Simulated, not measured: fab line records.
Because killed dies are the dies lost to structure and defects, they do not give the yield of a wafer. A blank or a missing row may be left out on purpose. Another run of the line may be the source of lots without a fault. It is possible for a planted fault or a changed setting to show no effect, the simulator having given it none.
Which of the tools did it? | flow rit_cmos | 14 lots with 42 wafers sampled at 2 steps, on a route of 202 steps

## WHAT EACH GAUGE READ, for each wafer
RIT_PWELL_OVL_MEAS_06.
lot  | measured    | on         | PWELL_OVL (nm)
L714 | day 2 14:52 | overlay-01 | 1.8 1.4 1.5
L715 | day 2 19:11 | overlay-01 | 0.8 1.8 0.2
L717 | day 3 02:51 | overlay-02 | 0.5 0.4 0.3
L718 | day 3 09:59 | overlay-01 | -1.9 0.9 0.1
L719 | day 3 14:13 | overlay-01 | 0.3 -1.1 -3.0
L720 | day 3 17:43 | overlay-01 | 0.6 -1.8 -0.4
L721 | day 4 03:36 | overlay-02 | 0.3 0.6 -0.6
L722 | day 4 03:50 | overlay-02 | 1.5 -0.4 1.9
L723 | day 4 07:41 | overlay-02 | -0.3 2.5 3.2
L725 | day 4 17:43 | overlay-02 | 0.5 -2.5 -0.5
L726 | day 4 21:42 | overlay-01 | -0.5 -0.1 1.5
L729 | day 5 13:49 | overlay-01 | 362.6 361.1 361.5 361.4 360.2 360.9
L731 | day 6 04:10 | overlay-02 | 361.7 362.4 360.3 360.3 361.1 359.4
L735 | day 6 22:24 | overlay-01 | -0.9 -0.1 0.7

## EACH LOT AND THE TOOL THAT RAN IT (in order: tool; ch and the chambers of the sampled wafers; start)
lot  | RIT_PWELL_EXPOSE_03
L714 | iline_stepper-01 ch 0, day 2 14:26
L715 | iline_stepper-01 ch 0, day 2 18:33
L717 | iline_stepper-01 ch 0, day 3 02:16
L718 | iline_stepper-02 ch 0, day 3 09:33
L719 | iline_stepper-01 ch 0, day 3 13:47
L720 | iline_stepper-02 ch 0, day 3 17:18
L721 | iline_stepper-02 ch 0, day 4 03:01
L722 | iline_stepper-01 ch 0, day 4 03:26
L723 | iline_stepper-01 ch 0, day 4 07:08
L725 | iline_stepper-02 ch 0, day 4 17:18
L726 | iline_stepper-01 ch 0, day 4 21:18
L729 | iline_stepper-02 ch 0, day 5 13:23
L731 | iline_stepper-02 ch 0, day 6 03:44
L735 | iline_stepper-01 ch 0, day 6 21:58
- RIT_PWELL_EXPOSE_03: exposes mask M3, target cd 43700 nm.

## WHAT THE TOOLS THEMSELVES READ (means of the sampled wafers that have a number; where no wafer has one, the mark that the record gives instead)
The record holds no such reading with a usual standard deviation.

## THE ANSWER, worked out from the rows above alone
Rule: the lots themselves supply what counts as usual. Put in order of their means at a reading, lots are off if they are a third of the lots or fewer, leave a main group of 4 or more, and stand apart from it by a gap of 3 or more times the standard deviation of the main group's means; of several such gaps the widest counts. If all means in a main group match to the digits the tables above print for the reading, that group is not used. Also off: a lot with no number at a reading for which 4 or more lots have one. Where the step has rows for the other lots, those lots are counted as sound. First the gauges in route order, then the tools' own readings, where a lot's mean is used as printed above. The first step at which some lot is off is used, and at that step the reading that is off furthest; a lot without a number counts as furthest.
Off: L729, L731, at RIT_PWELL_OVL_MEAS_06 (PWELL_OVL). The main group: mean 0.3 nm, standard deviation 0.9.
If a tool, at a process step before that reading, ran all the lots that are off and no sound lot after the first of them, it fits. Those tools and the gauges at RIT_PWELL_OVL_MEAS_06 are tried in the same way. One candidate fits, namely iline_stepper-02 at RIT_PWELL_EXPOSE_03. Its last sound lot is L725 (day 4 17:18), its first lot that is off L729 (day 5 13:23): a fault that began between those two fits.

## WHAT HAD BEEN PUT IN BY THE SIMULATOR
Scanner matching overlay: iline_stepper-02, from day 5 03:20 on, at RIT_PWELL_EXPOSE_03. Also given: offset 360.
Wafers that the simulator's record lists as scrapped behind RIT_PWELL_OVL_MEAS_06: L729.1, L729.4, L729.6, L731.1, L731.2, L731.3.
Shown lots that were struck: L729, L731. Same finding as the rule above.
